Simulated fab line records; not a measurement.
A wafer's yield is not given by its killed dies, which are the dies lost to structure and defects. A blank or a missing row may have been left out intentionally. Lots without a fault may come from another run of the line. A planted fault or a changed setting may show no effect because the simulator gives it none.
Which tool is to blame? :: flow berkeley cmos170 :: 21 wafers from 7 lots sampled at 2 of the route's 331 steps

== WHAT THE GAUGES SHOWED, per wafer ==
UCB170_PLDD_CD_MEAS_06 targets a cd of 1200 nm.
lot: L962
measured: day 6 16:12
on: cd sem-01
cd nm (nm): 1197.7 1201.1 1200.8

lot: L966
measured: day 6 19:20
on: cd sem-01
cd nm (nm): 1200.7 1199.7 1201.2

lot: L968
measured: day 7 09:38
on: cd sem-01
cd nm (nm): 1199.2 1200.1 1199.3

lot: L970
measured: day 8 05:02
on: cd sem-01
cd nm (nm): 1200.4 1199.4 1199.6

lot: L975
measured: day 8 23:13
on: cd sem-01
cd nm (nm): 1201.9 1200.4 1200.9

lot: L982
measured: day 10 07:43
on: cd sem-01
cd nm (nm): 1200.9 1202.4 1200.9

lot: L980
measured: day 10 08:01
on: cd sem-01
cd nm (nm): 1199.1 1200.3 1200.2

== WHICH TOOL RAN EACH LOT (tool, then ch and the chambers of the sampled wafers, then the start) ==
lot: L962
UCB170_PLDD_SOFTBAKE_02: litho track-02 ch 0, day 6 14:57

lot: L966
UCB170_PLDD_SOFTBAKE_02: litho track-01 ch 0, day 6 18:41

lot: L968
UCB170_PLDD_SOFTBAKE_02: litho track-04 ch 0, day 7 08:59

lot: L970
UCB170_PLDD_SOFTBAKE_02: litho track-01 ch 0, day 8 04:10

lot: L975
UCB170_PLDD_SOFTBAKE_02: litho track-02 ch 0, day 8 22:14

lot: L982
UCB170_PLDD_SOFTBAKE_02: litho track-04 ch 0, day 10 06:34

lot: L980
UCB170_PLDD_SOFTBAKE_02: litho track-04 ch 0, day 10 07:02
- UCB170_PLDD_SOFTBAKE_02: time 60 s.

== THE ANSWER, worked out from the rows above alone ==
Rule: the usual values come from the lots themselves. The widest of any qualifying gaps counts: lots, ordered by their means at a reading, are off when they make up no more than a third of the lots, leave a main group of 4 or more, and stand apart from it by 3 or more times the standard deviation of that group's means. If all means in a main group match to the digits the tables above print for the reading, that group is not used. A lot without any number at a reading at which 4 lots or more have one is off too. Any other lot the step has rows for is counted as sound.
No lot is off at any reading shown: from this, nothing can be told.

== WHAT THE SIMULATOR PUT IN ==
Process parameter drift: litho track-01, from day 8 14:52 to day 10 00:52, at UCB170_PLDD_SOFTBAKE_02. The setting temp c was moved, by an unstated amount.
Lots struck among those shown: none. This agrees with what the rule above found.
